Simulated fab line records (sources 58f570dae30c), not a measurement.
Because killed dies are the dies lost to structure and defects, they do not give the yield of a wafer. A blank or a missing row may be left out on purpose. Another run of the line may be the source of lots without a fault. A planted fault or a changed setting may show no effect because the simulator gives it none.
fab line records + flow berkeley-cmos170 + part 2 of 2: steps 27 to 37 of 37
[record]
- lots = 5
- wafers = 15
- last-day = 11
route steps=331 shown NWELL@26 PWELL@34 WELLDRIVE@55 ACTIVE@60
lots that met no fault: taken from a fault-free run of the same line
start-h: the number of hours between the record's first day and the start of the first shown wafer of the lot + wait-h: hours since the lot's step before + " identical to the entry in the row above + L1.1+2: one row covering several wafers at once + - no value, or no start was given + * or withheld: withheld + < > ~ a bound
route shown NAME@n: names a module that has steps shown in the file, with the first one's number in the route + usual: the fault-free wafers' mean and standard deviation + same: alike in all rows + chamber/n: place in a boat + sites: each site's reading + _std_site: standard deviation of those values + _edge_site: inner sites' mean taken away from outer sites' mean + radius-mm: how far each site lies from the wafer's centre + mask NAME#n: copy n + behind: the last tool/chamber to shape the wafer + hold: why the lot went on hold/how many hours it stayed there/how the hold came to an end + device: whichever transistor did not switch (one of n, p or np) + end of line: tests run on the same wafers once the route is complete + where a step has no rows: the recipe by itself + killed: count of dies lost to structure and defects at first sort (not the wafer's yield) + map: per-die view of a wafer (x killed, . not killed, _ where there is no die)
set.NAME: the setting as run; set.NAME@STEP: as run at that earlier step + model.NAME: the simulator's own value behind a step, which no gauge read
lots seen at some steps along the route; tables by step, rows by wafer
services: a tool's chamber out of use, with start hour (start-h, from the record's first day; less than 0 if before it), hours out, and reason
[[steps]]
[step UCB170_PWELL_CLEAN_18]
[recipe]
- chemistry = SPM
- temp-c = 120
- time-s = 600
[usual]
- bath-guard-temp-C = 119.6/0.51
| lot.wafer | tool         | chamber | start-h | wait-h | bath-guard-temp-C |
|-----------|--------------|---------|---------|--------|-------------------|
| L075.1    | wet-bench-03 | 1       | 54.27   | 0.1    | 118.6             |
| L075.2    | "            | 1       | "       | "      | 118.7             |
| L075.4    | "            | 1       | "       | "      | 118.6             |
| L080.3    | wet-bench-01 | 1       | 83.60   | 0.1    | 119.9             |
| L080.4    | "            | 1       | "       | "      | 119.8             |
| L080.6    | "            | 1       | "       | "      | 120.0             |
| L086.1    | wet-bench-02 | 0       | 100.41  | 0.1    | 119.2             |
| L086.5    | "            | 0       | "       | "      | 119.2             |
| L086.6    | "            | 0       | "       | "      | 119.6             |
| L092.2    | wet-bench-01 | 0       | 135.32  | 0.0    | 119.4             |
| L092.3    | "            | 0       | "       | "      | 119.5             |
| L092.6    | "            | 0       | "       | "      | 119.1             |
| L097.1    | wet-bench-03 | 0       | 156.57  | 0.1    | 120.7             |
| L097.2    | "            | 0       | "       | "      | 120.9             |
| L097.4    | "            | 0       | "       | "      | 120.8             |
[step UCB170_PWELL_WET_ETCH_19]
[recipe]
- chemistry = H3PO4
- target = Si3N4
- temp-c = 160
- time-s = 14400
[usual]
- bath-guard-temp-C = 159.9/0.51
| lot.wafer | tool         | chamber | start-h | wait-h | bath-guard-temp-C |
|-----------|--------------|---------|---------|--------|-------------------|
| L075.1    | wet-bench-03 | 0       | 54.44   | 0.0    | 161.0             |
| L075.2    | "            | 0       | "       | "      | 160.8             |
| L075.4    | "            | 0       | "       | "      | 160.5             |
| L080.3    | wet-bench-03 | 3       | 87.62   | 3.6    | 159.7             |
| L080.4    | "            | 3       | "       | "      | 159.9             |
| L080.6    | "            | 3       | "       | "      | 159.4             |
| L086.1    | wet-bench-03 | 2       | 100.58  | 0.0    | 159.1             |
| L086.5    | "            | 2       | "       | "      | 159.0             |
| L086.6    | "            | 2       | "       | "      | 159.6             |
| L092.2    | wet-bench-01 | 3       | 135.51  | 0.0    | 160.1             |
| L092.3    | "            | 3       | "       | "      | 160.5             |
| L092.6    | "            | 3       | "       | "      | 160.2             |
| L097.1    | wet-bench-02 | 1       | 156.93  | 0.0    | 159.4             |
| L097.2    | "            | 1       | "       | "      | 159.3             |
| L097.4    | "            | 1       | "       | "      | 159.5             |
[step UCB170_PWELL_WET_ETCH_20]
[recipe]
- chemistry = BOE
- dilution = 5:1
- target = SiO2
- temp-c = 25
- time-s = 22
| lot.wafer  | tool         | chamber | start-h | wait-h |
|------------|--------------|---------|---------|--------|
| L075.1+2+4 | wet-bench-01 | 0       | 58.45   | 0.0    |
| L080.3+4+6 | wet-bench-02 | 3       | 91.63   | 0.0    |
| L086.1+5+6 | wet-bench-03 | 0       | 105.22  | 0.3    |
| L092.2+3+6 | wet-bench-01 | 0       | 140.07  | 0.2    |
| L097.1+2+4 | wet-bench-02 | 3       | 161.32  | 0.0    |
[step UCB170_WELLDRIVE_CLEAN_00]
[recipe]
- chemistry = SPM
- temp-c = 120
- time-s = 600
[usual]
- bath-guard-temp-C = 119.7/0.63
| lot.wafer | tool         | chamber | start-h | wait-h | bath-guard-temp-C |
|-----------|--------------|---------|---------|--------|-------------------|
| L075.1    | wet-bench-03 | 0       | 58.47   | 0.0    | 120.3             |
| L075.2    | "            | 0       | "       | "      | 120.8             |
| L075.4    | "            | 0       | "       | "      | 120.4             |
| L080.3    | wet-bench-01 | 2       | 91.64   | 0.0    | 120.1             |
| L080.4    | "            | 2       | "       | "      | 119.8             |
| L080.6    | "            | 2       | "       | "      | 119.8             |
| L086.1    | wet-bench-03 | 2       | 105.42  | 0.2    | 119.0             |
| L086.5    | "            | 2       | "       | "      | 119.1             |
| L086.6    | "            | 2       | "       | "      | 119.2             |
| L092.2    | wet-bench-01 | 3       | 140.12  | 0.0    | 120.3             |
| L092.3    | "            | 3       | "       | "      | 120.3             |
| L092.6    | "            | 3       | "       | "      | 120.2             |
| L097.1    | wet-bench-02 | 0       | 161.51  | 0.2    | 118.9             |
| L097.2    | "            | 0       | "       | "      | 118.9             |
| L097.4    | "            | 0       | "       | "      | 119.3             |
[step UCB170_WELLDRIVE_OXIDATION_01]
[recipe]
- temp-c = 1100
- ambient = O2
- target-thk-a = 1990
- ox-time-s = 9000
[usual]
- ox-temp-c-max = 1106.6/1.2
- spike-tc-centre-C = 1102.7/1.5
[same]
- ox-time-s = 9000
| lot.wafer | tool       | chamber | start-h | wait-h | ox-temp-c-max | spike-tc-centre-C |
|-----------|------------|---------|---------|--------|---------------|-------------------|
| L075.1    | furnace-01 | 0       | 60.82   | 2.2    | 1105.9        | 1102.2            |
| L075.2    | "          | 0       | "       | "      | 1105.2        | 1104.2            |
| L075.4    | "          | 0       | "       | "      | 1105.5        | 1105.7            |
| L080.3    | furnace-03 | 0       | 92.13   | 0.3    | 1104.9        | 1102.6            |
| L080.4    | "          | 0       | "       | "      | 1108.2        | 1100.9            |
| L080.6    | "          | 0       | "       | "      | 1104.0        | 1102.1            |
| L086.1    | furnace-03 | 0       | 105.79  | 0.2    | 1105.4        | 1101.6            |
| L086.5    | "          | 0       | "       | "      | 1107.3        | 1100.7            |
| L086.6    | "          | 0       | "       | "      | 1108.2        | 1101.5            |
| L092.2    | furnace-03 | 0       | 143.11  | 2.8    | 1107.0        | 1102.2            |
| L092.3    | "          | 0       | "       | "      | 1105.9        | 1101.3            |
| L092.6    | "          | 0       | "       | "      | 1107.3        | 1101.9            |
| L097.1    | furnace-01 | 0       | 161.85  | 0.2    | 1107.4        | 1104.4            |
| L097.2    | "          | 0       | "       | "      | 1105.9        | 1104.3            |
| L097.4    | "          | 0       | "       | "      | 1107.4        | 1105.1            |
[step UCB170_WELLDRIVE_THK_MEAS_02]
[recipe]
- reads = SiO2_of_WELLDRIVE_OXIDATION_01
[usual]
- WELLDRIVE_OXIDE_THK = 200/3.5
| lot.wafer | tool          | chamber | start-h | wait-h | WELLDRIVE_OXIDE_THK[nm] |
|-----------|---------------|---------|---------|--------|-------------------------|
| L075.1    | film-metro-02 | -       | 64.32   | 0.0    | 197                     |
| L075.2    | "             | -       | "       | "      | 198                     |
| L075.4    | "             | -       | "       | "      | 200                     |
| L080.3    | film-metro-02 | -       | 95.74   | 0.1    | 206                     |
| L080.4    | "             | -       | "       | "      | 202                     |
| L080.6    | "             | -       | "       | "      | 204                     |
| L086.1    | film-metro-04 | -       | 109.29  | 0.0    | 201                     |
| L086.5    | "             | -       | "       | "      | 204                     |
| L086.6    | "             | -       | "       | "      | 202                     |
| L092.2    | film-metro-03 | -       | 146.62  | 0.0    | 197                     |
| L092.3    | "             | -       | "       | "      | 203                     |
| L092.6    | "             | -       | "       | "      | 203                     |
| L097.1    | film-metro-03 | -       | 165.35  | 0.0    | 205                     |
| L097.2    | "             | -       | "       | "      | 206                     |
| L097.4    | "             | -       | "       | "      | 205                     |
[step UCB170_WELLDRIVE_ANNEAL_03]
[recipe]
- temp-c = 1100
- time-s = 900
- ambient = N2
[usual]
- spike-tc-centre-C = 1102.2/1.5
| lot.wafer | tool       | chamber | start-h | wait-h | spike-tc-centre-C |
|-----------|------------|---------|---------|--------|-------------------|
| L075.1    | furnace-03 | 0       | 64.38   | 0.1    | 1101.9            |
| L075.2    | "          | 0       | "       | "      | 1102.3            |
| L075.4    | "          | 0       | "       | "      | 1102.2            |
| L080.3    | furnace-03 | 0       | 96.88   | 1.1    | 1103.8            |
| L080.4    | "          | 0       | "       | "      | 1101.7            |
| L080.6    | "          | 0       | "       | "      | 1100.5            |
| L086.1    | furnace-01 | 0       | 109.35  | 0.1    | 1102.2            |
| L086.5    | "          | 0       | "       | "      | 1104.6            |
| L086.6    | "          | 0       | "       | "      | 1103.0            |
| L092.2    | furnace-01 | 0       | 148.52  | 1.9    | 1102.4            |
| L092.3    | "          | 0       | "       | "      | 1103.1            |
| L092.6    | "          | 0       | "       | "      | 1105.2            |
| L097.1    | furnace-03 | 0       | 168.04  | 2.7    | 1102.3            |
| L097.2    | "          | 0       | "       | "      | 1101.9            |
| L097.4    | "          | 0       | "       | "      | 1101.7            |
[step UCB170_WELLDRIVE_WET_ETCH_04]
[recipe]
- chemistry = BOE
- dilution = 5:1
- target = SiO2
- temp-c = 25
- time-s = 120
| lot.wafer  | tool         | chamber | start-h | wait-h |
|------------|--------------|---------|---------|--------|
| L075.1+2+4 | wet-bench-03 | 0       | 65.63   | 0.0    |
| L080.3+4+6 | wet-bench-01 | 3       | 98.13   | 0.0    |
| L086.1+5+6 | wet-bench-03 | 0       | 110.64  | 0.0    |
| L092.2+3+6 | wet-bench-02 | 2       | 149.77  | 0.0    |
| L097.1+2+4 | wet-bench-02 | 0       | 169.29  | 0.0    |
[step UCB170_ACTIVE_CLEAN_00]
[recipe]
- chemistry = SPM
- temp-c = 120
- time-s = 600
[usual]
- bath-guard-temp-C = 119.8/0.62
| lot.wafer | tool         | chamber | start-h | wait-h | bath-guard-temp-C |
|-----------|--------------|---------|---------|--------|-------------------|
| L075.1    | wet-bench-02 | 1       | 65.67   | 0.0    | 119.7             |
| L075.2    | "            | 1       | "       | "      | 119.9             |
| L075.4    | "            | 1       | "       | "      | 119.6             |
| L080.3    | wet-bench-01 | 0       | 98.17   | 0.0    | 119.8             |
| L080.4    | "            | 0       | "       | "      | 119.4             |
| L080.6    | "            | 0       | "       | "      | 119.7             |
| L086.1    | wet-bench-03 | 0       | 110.69  | 0.0    | 120.6             |
| L086.5    | "            | 0       | "       | "      | 120.4             |
| L086.6    | "            | 0       | "       | "      | 120.6             |
| L092.2    | wet-bench-02 | 0       | 149.98  | 0.2    | 119.0             |
| L092.3    | "            | 0       | "       | "      | 119.2             |
| L092.6    | "            | 0       | "       | "      | 119.2             |
| L097.1    | wet-bench-03 | 1       | 169.34  | 0.0    | 118.4             |
| L097.2    | "            | 1       | "       | "      | 118.9             |
| L097.4    | "            | 1       | "       | "      | 118.5             |
[step UCB170_ACTIVE_CLEAN_01]
[recipe]
- chemistry = dHF
- dilution = 25:1
- time-s = 60
| lot.wafer  | tool         | chamber | start-h | wait-h |
|------------|--------------|---------|---------|--------|
| L075.1+2+4 | wet-bench-03 | 0       | 65.85   | 0.0    |
| L080.3+4+6 | wet-bench-01 | 3       | 98.35   | 0.0    |
| L086.1+5+6 | wet-bench-03 | 2       | 110.88  | 0.0    |
| L092.2+3+6 | wet-bench-03 | 0       | 150.73  | 0.6    |
| L097.1+2+4 | wet-bench-02 | 1       | 169.51  | 0.0    |
[step UCB170_ACTIVE_OXIDATION_02]
[recipe]
- temp-c = 1000
- ambient = O2
- target-thk-a = 264
- ox-time-s = 1260
[usual]
- ox-temp-c-max = 1006.3/1.2
- spike-tc-centre-C = 1002.0/1.8
[same]
- ox-time-s = 1260
| lot.wafer | tool       | chamber | start-h | wait-h | ox-temp-c-max | spike-tc-centre-C |
|-----------|------------|---------|---------|--------|---------------|-------------------|
| L075.1    | furnace-04 | 0       | 65.98   | 0.1    | 1006.3        | 1001.8            |
| L075.2    | "          | 0       | "       | "      | 1006.8        | 1000.4            |
| L075.4    | "          | 0       | "       | "      | 1005.5        | 1001.1            |
| L080.3    | furnace-01 | 0       | 99.38   | 1.0    | 1005.5        | 1005.6            |
| L080.4    | "          | 0       | "       | "      | 1006.0        | 1004.2            |
| L080.6    | "          | 0       | "       | "      | 1005.9        | 1002.7            |
| L086.1    | furnace-04 | 0       | 112.61  | 1.7    | 1007.2        | 1000.7            |
| L086.5    | "          | 0       | "       | "      | 1006.2        | 1001.2            |
| L086.6    | "          | 0       | "       | "      | 1008.0        | 1000.7            |
| L092.2    | furnace-04 | 0       | 154.01  | 3.2    | 1009.8        | 1000.7            |
| L092.3    | "          | 0       | "       | "      | 1006.4        | 1001.3            |
| L092.6    | "          | 0       | "       | "      | 1006.5        | 999.7             |
| L097.1    | furnace-01 | 0       | 171.70  | 2.2    | 1004.8        | 1002.8            |
| L097.2    | "          | 0       | "       | "      | 1005.8        | 1003.9            |
| L097.4    | "          | 0       | "       | "      | 1004.0        | 1003.2            |
[[services]]
| tool            | chamber | start-h | hours | kind   |
|-----------------|---------|---------|-------|--------|
| implanter-04    | -       | 24.84   | 3.0   | repair |
| furnace-03      | -       | 26.95   | 7.0   | repair |
| rie-diel-02     | 2       | 27.87   | 4.9   | repair |
| krf-scanner-01  | -       | 30.04   | 0.8   | pm     |
| wet-bench-03    | -       | 32.09   | 2.0   | repair |
| furnace-01      | -       | 38.07   | 4.1   | pm     |
| krf-scanner-01  | -       | 56.30   | 13.0  | repair |
| wet-bench-02    | -       | 58.51   | 4.4   | pm     |
| implanter-03    | -       | 62.60   | 13.6  | pm     |
| rie-diel-01     | 0       | 66.28   | 6.6   | repair |
| furnace-04      | -       | 72.23   | 2.4   | pm     |
| furnace-03      | -       | 79.74   | 3.1   | pm     |
| plasma-asher-01 | -       | 80.12   | 0.7   | repair |
| furnace-03      | -       | 82.89   | 2.7   | pm     |
| implanter-03    | -       | 99.52   | 1.0   | repair |
| rie-diel-02     | 0       | 101.69  | 7.8   | repair |
| krf-scanner-01  | -       | 102.01  | 1.0   | pm     |
| rie-diel-01     | -       | 103.28  | 14.6  | pm     |
| plasma-asher-01 | -       | 108.75  | 9.0   | pm     |
| rie-diel-01     | -       | 123.40  | 2.8   | pm     |
| rie-diel-01     | 3       | 151.80  | 3.4   | repair |
| rie-diel-02     | 2       | 151.80  | 5.0   | repair |
| plasma-asher-01 | -       | 154.07  | 4.2   | repair |
| rie-diel-01     | 3       | 158.93  | 10.0  | repair |
